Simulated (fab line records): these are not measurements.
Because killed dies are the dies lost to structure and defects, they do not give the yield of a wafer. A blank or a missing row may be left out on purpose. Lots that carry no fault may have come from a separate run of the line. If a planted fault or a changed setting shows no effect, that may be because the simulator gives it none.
Which of the tools did it? / flow rit cmos / 15 lots, 45 wafers sampled, at 2 steps of a route of 202

WHAT THE GAUGES SHOWED, per wafer
No reading from a measuring or inspecting step in the record can be judged against a usual standard deviation.

TOOL THAT RAN EACH LOT (tool first, then ch and the chambers of the sampled wafers, then the start)
lot=L627; RIT_CONTACT_CLEAN_14=wet bench-04 ch 1, day 3 07:13; RIT_M1_PROBE_99=prober-02, day 3 11:32
lot=L629; RIT_CONTACT_CLEAN_14=wet bench-02 ch 2, day 3 14:33; RIT_M1_PROBE_99=prober-02, day 3 18:44
lot=L630; RIT_CONTACT_CLEAN_14=wet bench-03 ch 2, day 3 19:27; RIT_M1_PROBE_99=prober-01, day 3 23:50
lot=L632; RIT_CONTACT_CLEAN_14=wet bench-04 ch 2, day 4 07:29; RIT_M1_PROBE_99=prober-01, day 4 12:21
lot=L633; RIT_CONTACT_CLEAN_14=wet bench-02 ch 2, day 4 11:01; RIT_M1_PROBE_99=prober-02, day 4 15:15
lot=L634; RIT_CONTACT_CLEAN_14=wet bench-02 ch 0, day 4 15:41; RIT_M1_PROBE_99=prober-01, day 4 20:04
lot=L636; RIT_CONTACT_CLEAN_14=wet bench-02 ch 2, day 5 02:27; RIT_M1_PROBE_99=prober-01, day 5 06:56
lot=L637; RIT_CONTACT_CLEAN_14=wet bench-03 ch 3, day 5 07:02; RIT_M1_PROBE_99=prober-02, day 5 12:57
lot=L638; RIT_CONTACT_CLEAN_14=wet bench-02 ch 1, day 5 11:20; RIT_M1_PROBE_99=prober-01, day 5 16:09
lot=L641; RIT_CONTACT_CLEAN_14=wet bench-04 ch 2, day 6 03:18; RIT_M1_PROBE_99=prober-02, day 6 09:12
lot=L646; RIT_CONTACT_CLEAN_14=wet bench-03 ch 1, day 7 08:57; RIT_M1_PROBE_99=prober-02, day 7 13:25
lot=L647; RIT_CONTACT_CLEAN_14=wet bench-03 ch 2, day 7 13:10; RIT_M1_PROBE_99=prober-01, day 7 17:25
lot=L648; RIT_CONTACT_CLEAN_14=wet bench-03 ch 2, day 7 18:16; RIT_M1_PROBE_99=prober-02, day 7 22:35
lot=L649; RIT_CONTACT_CLEAN_14=wet bench-02 ch 1, day 7 20:23; RIT_M1_PROBE_99=prober-02, day 8 00:46
lot=L650; RIT_CONTACT_CLEAN_14=wet bench-02 ch 3, day 8 00:37; RIT_M1_PROBE_99=prober-01, day 8 05:31
- RIT_CONTACT_CLEAN_14: cleans in SC2, time 600 s.
- RIT_M1_PROBE_99

WHAT THE TOOLS THEMSELVES READ (means of the sampled wafers that have a number; where no wafer has one, the mark that the record gives instead)
RIT_M1_PROBE_99.
lot=L627; tool=prober-02; killed_at_M0_to_M3=0.3; killed at contacts=0.0; killed at front end=8.0; killed dies=8.3; killed on rim=2.3; killed open=2.7; killed short=5.7
lot=L629; tool=prober-02; killed_at_M0_to_M3=0.0; killed at contacts=0.0; killed at front end=6.3; killed dies=6.3; killed on rim=2.3; killed open=2.0; killed short=3.7
lot=L630; tool=prober-01; killed_at_M0_to_M3=0.0; killed at contacts=0.0; killed at front end=3.0; killed dies=3.0; killed on rim=1.0; killed open=2.7; killed short=0.3
lot=L632; tool=prober-01; killed_at_M0_to_M3=0.0; killed at contacts=0.0; killed at front end=6.7; killed dies=6.7; killed on rim=2.0; killed open=4.7; killed short=2.0
lot=L633; tool=prober-02; killed_at_M0_to_M3=0.0; killed at contacts=0.0; killed at front end=6.3; killed dies=6.3; killed on rim=1.3; killed open=2.3; killed short=4.0
lot=L634; tool=prober-01; killed_at_M0_to_M3=0.0; killed at contacts=0.0; killed at front end=7.7; killed dies=7.7; killed on rim=2.7; killed open=3.3; killed short=4.3
lot=L636; tool=prober-01; killed_at_M0_to_M3=0.0; killed at contacts=0.0; killed at front end=5.0; killed dies=5.0; killed on rim=1.7; killed open=2.0; killed short=3.0
lot=L637; tool=prober-02; killed_at_M0_to_M3=0.0; killed at contacts=0.0; killed at front end=6.0; killed dies=6.0; killed on rim=1.7; killed open=3.3; killed short=2.7
lot=L638; tool=prober-01; killed_at_M0_to_M3=0.0; killed at contacts=0.0; killed at front end=8.7; killed dies=8.7; killed on rim=2.3; killed open=5.3; killed short=3.3
lot=L641; tool=prober-02; killed_at_M0_to_M3=0.0; killed at contacts=0.0; killed at front end=6.0; killed dies=6.0; killed on rim=1.0; killed open=2.7; killed short=3.3
lot=L646; tool=prober-02; killed_at_M0_to_M3=0.0; killed at contacts=37.7; killed at front end=6.0; killed dies=43.7; killed on rim=2.0; killed open=4.3; killed short=2.0
lot=L647; tool=prober-01; killed_at_M0_to_M3=0.0; killed at contacts=33.7; killed at front end=4.7; killed dies=38.3; killed on rim=10.7; killed open=2.3; killed short=2.3
lot=L648; tool=prober-02; killed_at_M0_to_M3=0.0; killed at contacts=31.0; killed at front end=8.7; killed dies=39.7; killed on rim=11.0; killed open=4.7; killed short=4.0
lot=L649; tool=prober-02; killed_at_M0_to_M3=0.3; killed at contacts=0.3; killed at front end=7.0; killed dies=7.7; killed on rim=1.7; killed open=3.7; killed short=4.0
lot=L650; tool=prober-01; killed_at_M0_to_M3=0.0; killed at contacts=0.0; killed at front end=5.3; killed dies=5.3; killed on rim=1.7; killed open=2.7; killed short=2.7

THE ANSWER, worked out from the rows above alone
Rule: usual is defined by the lots themselves. The widest of any qualifying gaps counts: lots, ordered by their means at a reading, are off when they make up no more than a third of the lots, leave a main group of 4 or more, and stand apart from it by 3 or more times the standard deviation of that group's means. A main group is skipped when, at the precision printed for the reading in the tables above, its means are all equal. A lot without any number at a reading at which 4 lots or more have one is off too. Where the step has rows for the other lots, those lots are counted as sound. Order of review: gauges by route order, followed by the tools' own readings, for which a lot's mean as printed above is used. At the first step where some lot is off, the reading lying furthest off is the one used; lots without a number count as furthest.
Off at RIT_M1_PROBE_99 (killed at contacts): L646, L647, L648. The main group has a mean of 0.0 with a standard deviation of 0.083.
A tool fits if, at that step or a process step before it, it ran every lot that is off, and no sound lot after the first of them. One fits: RIT_CONTACT_CLEAN_14 on wet bench-03. Its last sound lot is L637 (day 5 07:02), its first lot that is off L646 (day 7 08:57): a fault that began between those two fits.

WHAT THE SIMULATOR PUT IN
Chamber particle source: wet bench-03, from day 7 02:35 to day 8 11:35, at RIT_CONTACT_CLEAN_14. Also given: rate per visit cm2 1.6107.
Shown lots that were struck: L646, L647, L648. Same finding as the rule above.
